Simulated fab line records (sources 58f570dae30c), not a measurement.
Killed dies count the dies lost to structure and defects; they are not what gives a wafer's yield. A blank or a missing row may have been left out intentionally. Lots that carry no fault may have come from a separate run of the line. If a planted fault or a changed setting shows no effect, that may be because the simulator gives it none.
Which of the tools did it? || flow berkeleyCmos170 || Sampling: 7 lots, 21 wafers, 2 of 331 route steps

== WHAT EACH GAUGE READ, for each wafer ==
UCB170_PLDD_TW_MEAS_11.
{"lot": "L407", "measured": "day 7 10:50", "on": "filmMetro-02", "PLDD_TW": "987 986 988"}
{"lot": "L405", "measured": "day 7 11:07", "on": "filmMetro-04", "PLDD_TW": "1013 1017 1018"}
{"lot": "L408", "measured": "day 7 23:53", "on": "filmMetro-04", "PLDD_TW": "1016 1015 1013"}
{"lot": "L412", "measured": "day 8 15:33", "on": "filmMetro-04", "PLDD_TW": "1014 1014 1011"}
{"lot": "L414", "measured": "day 9 10:37", "on": "filmMetro-02", "PLDD_TW": "993 992 991"}
{"lot": "L423", "measured": "day 11 02:56", "on": "filmMetro-04", "PLDD_TW": "938 936 937"}
{"lot": "L425", "measured": "day 11 16:55", "on": "filmMetro-02", "PLDD_TW": "987 991 986"}

== TOOL THAT RAN EACH LOT (tool first, then ch and the chambers of the sampled wafers, then the start) ==
{"lot": "L407", "UCB170_PLDD_IMPLANT_08": "implanter-03 ch 0, day 7 10:28"}
{"lot": "L405", "UCB170_PLDD_IMPLANT_08": "implanter-03 ch 0, day 7 10:43"}
{"lot": "L408", "UCB170_PLDD_IMPLANT_08": "implanter-01 ch 0, day 7 23:29"}
{"lot": "L412", "UCB170_PLDD_IMPLANT_08": "implanter-03 ch 0, day 8 15:09"}
{"lot": "L414", "UCB170_PLDD_IMPLANT_08": "implanter-03 ch 0, day 9 08:09"}
{"lot": "L423", "UCB170_PLDD_IMPLANT_08": "implanter-03 ch 0, day 11 02:32"}
{"lot": "L425", "UCB170_PLDD_IMPLANT_08": "implanter-04 ch 0, day 11 16:31"}
- UCB170_PLDD_IMPLANT_08

== THE ANSWER, worked out from the rows above alone ==
Rule: the usual values come from the lots themselves. Put in order of their means at a reading, lots are off if they are a third of the lots or fewer, leave a main group of 4 or more, and stand apart from it by a gap of 3 or more times the standard deviation of the main group's means; of several such gaps the widest counts. A main group is skipped when, at the precision printed for the reading in the tables above, its means are all equal. Also off: a lot with no number at a reading for which 4 or more lots have one. Where the step has rows for the other lots, those lots are counted as sound.
Off: L423, at UCB170_PLDD_TW_MEAS_11 (PLDD_TW). Main group: mean 1002, sd 13.
A tool fits if, at a process step before that reading, it ran every lot that is off, and no sound lot after the first of them. Those tools and the gauges at UCB170_PLDD_TW_MEAS_11 are tried in the same way. Undecided on this evidence; 2 tools fit (implanter-03 at UCB170_PLDD_IMPLANT_08, filmMetro-04 at UCB170_PLDD_TW_MEAS_11).

== WHAT THE SIMULATOR HAD PUT IN ==
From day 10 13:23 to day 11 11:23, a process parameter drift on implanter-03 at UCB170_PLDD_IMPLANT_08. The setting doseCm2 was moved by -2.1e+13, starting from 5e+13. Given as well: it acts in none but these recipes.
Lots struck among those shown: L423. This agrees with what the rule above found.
